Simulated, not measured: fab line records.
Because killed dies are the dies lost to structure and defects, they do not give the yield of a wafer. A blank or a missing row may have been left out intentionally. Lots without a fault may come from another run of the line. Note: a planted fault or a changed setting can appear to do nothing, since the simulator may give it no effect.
Lot-split experiment / flow rit-cmos / route with 202 steps; 5 lots, 23 wafers read

SPLIT DETAILS
At RIT_NWELL_IMPLANT_08, the setting energy-kev was moved away from the recipe's 170 on 8 of the 23 wafers read, by -4.5% to +2.6%. For the rest of the wafers, this setting stayed at what the recipe calls for.

The reading comes from the split's own step.

THE READING
implant.drp-nm (the simulator's own value, which no gauge read), in nm, at RIT_NWELL_IMPLANT_08. The file gives no usual value for it.

wafer=L074.1; tool, chamber at the split=implanter-01, 0; energy-kev as run=170; against the recipe=recipe; implant.drp-nm, nm=68.82; against lot-mates on the recipe=-
wafer=L074.2; tool, chamber at the split=implanter-01, 0; energy-kev as run=170; against the recipe=recipe; implant.drp-nm, nm=68.82; against lot-mates on the recipe=-
wafer=L074.3; tool, chamber at the split=implanter-01, 0; energy-kev as run=170; against the recipe=recipe; implant.drp-nm, nm=68.82; against lot-mates on the recipe=-
wafer=L074.4; tool, chamber at the split=implanter-01, 0; energy-kev as run=170; against the recipe=recipe; implant.drp-nm, nm=68.82; against lot-mates on the recipe=-
wafer=L074.6; tool, chamber at the split=implanter-01, 0; energy-kev as run=170; against the recipe=recipe; implant.drp-nm, nm=68.82; against lot-mates on the recipe=-
wafer=L077.2; tool, chamber at the split=implanter-01, 0; energy-kev as run=172.8; against the recipe=+1.6%; implant.drp-nm, nm=69.67; against lot-mates on the recipe=+0.85
wafer=L077.3; tool, chamber at the split=implanter-01, 0; energy-kev as run=172.8; against the recipe=+1.6%; implant.drp-nm, nm=69.67; against lot-mates on the recipe=+0.85
wafer=L077.5; tool, chamber at the split=implanter-01, 0; energy-kev as run=172.8; against the recipe=+1.6%; implant.drp-nm, nm=69.67; against lot-mates on the recipe=+0.85
wafer=L077.4; tool, chamber at the split=implanter-01, 0; energy-kev as run=170; against the recipe=recipe; implant.drp-nm, nm=68.82; against lot-mates on the recipe=-
wafer=L077.6; tool, chamber at the split=implanter-01, 0; energy-kev as run=170; against the recipe=recipe; implant.drp-nm, nm=68.82; against lot-mates on the recipe=-
wafer=L079.1; tool, chamber at the split=implanter-04, 0; energy-kev as run=170; against the recipe=recipe; implant.drp-nm, nm=68.82; against lot-mates on the recipe=-
wafer=L079.4; tool, chamber at the split=implanter-04, 0; energy-kev as run=170; against the recipe=recipe; implant.drp-nm, nm=68.82; against lot-mates on the recipe=-
wafer=L079.5; tool, chamber at the split=implanter-04, 0; energy-kev as run=170; against the recipe=recipe; implant.drp-nm, nm=68.82; against lot-mates on the recipe=-
wafer=L079.2; tool, chamber at the split=implanter-04, 0; energy-kev as run=162.4; against the recipe=-4.5%; implant.drp-nm, nm=66.55; against lot-mates on the recipe=-2.27
wafer=L079.3; tool, chamber at the split=implanter-04, 0; energy-kev as run=162.4; against the recipe=-4.5%; implant.drp-nm, nm=66.55; against lot-mates on the recipe=-2.27
wafer=L082.1; tool, chamber at the split=implanter-01, 0; energy-kev as run=174.4; against the recipe=+2.6%; implant.drp-nm, nm=70.16; against lot-mates on the recipe=+1.34
wafer=L082.2; tool, chamber at the split=implanter-01, 0; energy-kev as run=174.4; against the recipe=+2.6%; implant.drp-nm, nm=70.16; against lot-mates on the recipe=+1.34
wafer=L082.6; tool, chamber at the split=implanter-01, 0; energy-kev as run=174.4; against the recipe=+2.6%; implant.drp-nm, nm=70.16; against lot-mates on the recipe=+1.34
wafer=L082.4; tool, chamber at the split=implanter-01, 0; energy-kev as run=170; against the recipe=recipe; implant.drp-nm, nm=68.82; against lot-mates on the recipe=-
wafer=L082.5; tool, chamber at the split=implanter-01, 0; energy-kev as run=170; against the recipe=recipe; implant.drp-nm, nm=68.82; against lot-mates on the recipe=-
wafer=L085.2; tool, chamber at the split=implanter-03, 0; energy-kev as run=170; against the recipe=recipe; implant.drp-nm, nm=68.82; against lot-mates on the recipe=-
wafer=L085.4; tool, chamber at the split=implanter-03, 0; energy-kev as run=170; against the recipe=recipe; implant.drp-nm, nm=68.82; against lot-mates on the recipe=-
wafer=L085.5; tool, chamber at the split=implanter-03, 0; energy-kev as run=170; against the recipe=recipe; implant.drp-nm, nm=68.82; against lot-mates on the recipe=-

FIT RESULTS
A straight line over all 23 wafers: implant.drp-nm changes by +0.511 nm for each +1% of energy-kev; r = +1.00; the points scatter about the line by 0.007 nm.
The same after taking each lot's own level away (the mean of its wafers on the recipe; 23 wafers): +0.511 nm for each +1%; r = +1.00; scatter 0.007 nm.
On that fit, the largest move of energy-kev shifts the reading by 2.3 nm.
The lots' own levels span 68.820 to 68.820 nm.
Consequently the slope shifts little with the lot-to-lot level, the two slopes agreeing.
Check: for one of the wafers moved furthest among these (-4.5%), held out of the fit, the line's prediction against its lot-mates is -2.29 nm. It came out at -2.27 nm against them.

ADDITIONAL SPLITS CARRIED BY THESE WAFERS
Other splits were also applied to these wafers ahead of the reading. Each is held against what the fit with the lots' levels taken away leaves over:
other split on the same wafers=RIT_ACTIVE_OXIDATION_01 temp-c; wafers away from the commonest value=10; r with implant.drp-nm (lot level and that fit taken away)=+0.04
other split on the same wafers=RIT_ACTIVE_EXPOSE_08 dose-mj; wafers away from the commonest value=5; r with implant.drp-nm (lot level and that fit taken away)=+0.19
other split on the same wafers=RIT_ACTIVE_ETCH_13 over-etch-frac; wafers away from the commonest value=10; r with implant.drp-nm (lot level and that fit taken away)=+0.26
other split on the same wafers=RIT_FOX2_OXIDATION_00 ox-time-s; wafers away from the commonest value=10; r with implant.drp-nm (lot level and that fit taken away)=+0.47
other split on the same wafers=RIT_NWELL_COAT_01 spin-rpm; wafers away from the commonest value=7; r with implant.drp-nm (lot level and that fit taken away)=-0.50

THE WHOLE CHAIN: every reading that the file lists as answering this split, in the file's order
step=RIT_NWELL_IMPLANT_08; what it does=; reading=implant.rp-nm (the simulator's own value, which no gauge read); change (the file's fit)=+2.18 nm for each +1% of the setting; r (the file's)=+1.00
step=RIT_NWELL_IMPLANT_08; what it does=; reading=implant.drp-nm (the simulator's own value, which no gauge read); change (the file's fit)=+0.511 nm for each +1% of the setting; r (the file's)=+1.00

FILE'S OWN FIT
implant.drp-nm changes by +0.511 nm for each +1% of energy-kev, r = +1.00.
